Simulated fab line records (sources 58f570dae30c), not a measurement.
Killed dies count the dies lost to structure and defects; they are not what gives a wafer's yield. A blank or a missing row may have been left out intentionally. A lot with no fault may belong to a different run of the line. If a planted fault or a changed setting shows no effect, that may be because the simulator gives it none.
Lot-split experiment	flow berkeley_cmos170	on a route of 331 steps: 5 lots, 23 wafers read

== ON THE SPLIT ==
At UCB170_M2_METAL_ETCH_18 (etches Al in Cl2/BCl3, stops on SiO2, target depth 1170 nm, time 195 s), the setting time_s was moved away from the recipe's 195 s on 7 of the 23 wafers read, by -14.5% to -5.4%. This setting was run at the recipe's value on the other wafers.

== SPLIT TO READING: what lies between them in the file, 1 step ==
- UCB170_M2_STRIP_19: strips in O2

== THE READING ==
cd_nm (nm) at UCB170_M2_CD_MEAS_90, where the cd target is 700 nm. A value of 699.7 nm with a standard deviation of 1.9 nm is what fault-free wafers of this fab line usually give.

wafer	tool, chamber at the split	time_s as run, s	against the recipe	cd_nm, nm	against lot-mates on the recipe
L075.1	rie_metal-03, 0	166.8	-14.5%	706.9	+7.8
L075.2	rie_metal-03, 1	195	recipe	696.9	-
L075.3	rie_metal-03, 0	166.8	-14.5%	708.2	+9.1
L075.5	rie_metal-03, 1	166.8	-14.5%	706.7	+7.6
L075.6	rie_metal-03, 0	195	recipe	701.4	-
L081.2	rie_metal-03, 0	195	recipe	699.8	-
L081.3	rie_metal-03, 0	175.3	-10.1%	705.6	+4.4
L081.4	rie_metal-03, 1	195	recipe	700.9	-
L081.5	rie_metal-03, 0	175.3	-10.1%	705.4	+4.2
L081.6	rie_metal-03, 1	195	recipe	702.8	-
L084.1	rie_metal-04, 0	195	recipe	701.6	-
L084.3	rie_metal-04, 0	195	recipe	701.3	-
L084.4	rie_metal-04, 1	195	recipe	700.1	-
L084.5	rie_metal-04, 1	195	recipe	699.8	-
L084.6	rie_metal-04, 0	195	recipe	698.8	-
L085.1	rie_metal-03, 1	195	recipe	700.4	-
L085.2	rie_metal-03, 0	195	recipe	701.1	-
L085.3	rie_metal-03, 1	184.4	-5.4%	704.3	+4.4
L085.5	rie_metal-03, 0	195	recipe	698.2	-
L085.6	rie_metal-03, 1	184.4	-5.4%	702.3	+2.4
L083.4	rie_metal-01, 0	195	recipe	694.3	-
L083.5	rie_metal-01, 0	195	recipe	698.8	-
L083.6	rie_metal-01, 1	195	recipe	696.2	-

FIT RESULTS
A straight line over all 23 wafers: cd_nm changes by -0.553 nm for each +1% of time_s; r = -0.84; the points scatter about the line by 2 nm.
The same after taking each lot's own level away (the mean of its wafers on the recipe; 23 wafers): -0.535 nm for each +1%; r = -0.90; scatter 1.4 nm.
The reading moves by 7.7 nm for the largest change in time_s, on that fit.
The span of the lots' own levels, 696.43 to 701.17 nm, comes to 2.5 times the standard deviation stated above.
Consequently the slope shifts little with the lot-to-lot level, the two slopes agreeing.
Check: for one of the wafers moved furthest among these (-14.5%), held out of the fit, the line's prediction against its lot-mates is +7.74 nm. Against them it came out at +7.75 nm.
Tool readings at the split's step, against how far the setting was moved: oes_product_au r = -0.88.

== THE WHOLE CHAIN: every reading that the file lists as answering this split, in the file's order ==
step	what it does	reading	change (the file's fit)	r (the file's)
UCB170_M2_METAL_ETCH_18	etches Al in Cl2/BCl3, stops on SiO2, target depth 1170 nm, time 195 s	oes_product_au	-0.00484 a.u. for each +1% of the setting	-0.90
UCB170_M2_METAL_ETCH_18	etches Al in Cl2/BCl3, stops on SiO2, target depth 1170 nm, time 195 s	KrF_of_M2_COAT_10.thk_nm (the simulator's own value, which no gauge read)	-6.61 nm for each +1% of the setting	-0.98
UCB170_M2_METAL_ETCH_18	etches Al in Cl2/BCl3, stops on SiO2, target depth 1170 nm, time 195 s	M2.cd_nm (the simulator's own value, which no gauge read)	-0.515 nm for each +1% of the setting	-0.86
UCB170_M2_METAL_ETCH_18	etches Al in Cl2/BCl3, stops on SiO2, target depth 1170 nm, time 195 s	SiO2_of_V1_CVD_00.thk_nm (the simulator's own value, which no gauge read)	-0.589 nm for each +1% of the setting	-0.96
UCB170_M2_STRIP_19	strips in O2	oes_product_au	-0.00657 a.u. for each +1% of the setting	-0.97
UCB170_M2_CD_MEAS_90	target cd 700 nm	cd_nm	-0.525 nm for each +1% of the setting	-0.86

== FILE'S OWN FIT ==
cd_nm changes by -0.525 nm for each +1% of time_s, r = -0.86.
